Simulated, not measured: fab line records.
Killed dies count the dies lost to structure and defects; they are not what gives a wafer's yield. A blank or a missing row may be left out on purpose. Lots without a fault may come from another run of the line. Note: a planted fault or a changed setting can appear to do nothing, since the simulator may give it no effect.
Comparing a struck lot with a sound one || flow berkeleyCmos170 || 15 steps out of a route of 331
Sound: wafers L629.4, L629.5, L629.6. Wafers L638.2, L638.3, L638.6 were the ones struck. At the end, the cause is stated.
Per side, at each step with rows, come the tool, then ch with its chambers, and then its first start. Under that, the readings that differ: sound wafers || struck wafers || difference of the means || sigmas: that difference in standard deviations of wafers without a fault.
alike: readings with means less than 2 such deviations apart, plus words and numbers identical on both sides. not compared: withheld readings, readings lacking a value on some wafer, bounds such as >300 that could conceal the same value, and numbers that have no deviation in the record and whose values overlap.
A row with sigmas, a row that says differs or no value, or rows on one side alone: a step with any of these is where the two part. Non-overlapping numbers with no deviation appear without sigmas and do not part them. A reading that every wafer of one side lacks parts them only if that side has two wafers or more.

UCB170_GATE_ETCH_15: etches poly-Si in HBr/Cl2, stops on SiO2, time 56.3 s, target depth 278.2 nm.
  sound on rieSi-01 ch 0,1,2, day 6 18:20; struck on rieSi-01 ch 0,2, day 8 16:20
  alike: drypumpMotorCurrentA, oesProductAu, throttleValvePct
  not compared: rfHoursCounterH
UCB170_GATE_STRIP_16: strips in O2.
  sound on plasmaAsher-04 ch 0,1, day 6 18:25; struck on plasmaAsher-04 ch 1, day 8 16:24
  alike: drypumpMotorCurrentA, oesProductAu
  not compared: rfHoursCounterH
UCB170_GATE_CD_MEAS_90: target cd 350 nm.
  sound on cdSem-02, day 6 18:33; struck on cdSem-01, day 8 16:33
  alike: cdNm
then, 7 steps without rows for these wafers: UCB170_GATE_CLEAN_17 (cleans in SPM, time 600 s); UCB170_PLDD_HMDS_00 (prime time 60 s); UCB170_PLDD_COAT_01 (resist thk 900 nm); UCB170_PLDD_SOFTBAKE_02 (time 60 s); UCB170_PLDD_EXPOSE_03 (exposes mask PSELECT, target cd 1200 nm); UCB170_PLDD_PEB_04; UCB170_PLDD_DEVELOP_05 (develop time 45 s).
UCB170_PLDD_CD_MEAS_06: target cd 1200 nm.
  sound on cdSem-02, day 6 20:09; struck on cdSem-02, day 8 18:09
  alike: cdNm
UCB170_PLDD_OVL_MEAS_07:
  sound on overlay-02, day 6 20:14; struck on overlay-02, day 8 18:15
  alike: PLDD_OVL
UCB170_PLDD_IMPLANT_08:
  sound on implanter-04 ch 0, day 6 20:19; struck on implanter-01 ch 0, day 8 18:19
{"reading": "beamEnergyKeV", "sound": "9.992 9.994 9.995", "struck": "10.280 10.285 10.283", "difference": "+0.289", "sigmas": "+96"}
{"reading": "model.implant.drpNm (nm)", "sound": "6.005 6.005 6.005", "struck": "6.12 6.12 6.12", "difference": "+0.12", "sigmas": ""}
after that, 1 step had no rows for these wafers: UCB170_PLDD_IMPLANT_09.
UCB170_M3_PROBE_99:
  rows exist in the record for the struck wafers here (prober-01, day 10 11:16), but not for the sound ones

## WHERE THEY PART
At UCB170_PLDD_IMPLANT_08 first; at UCB170_M3_PROBE_99 last (within this record only).

WHY: whatever the simulator had introduced
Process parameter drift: implanter-01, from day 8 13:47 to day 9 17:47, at UCB170_PLDD_IMPLANT_08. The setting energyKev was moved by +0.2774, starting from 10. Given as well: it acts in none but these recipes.
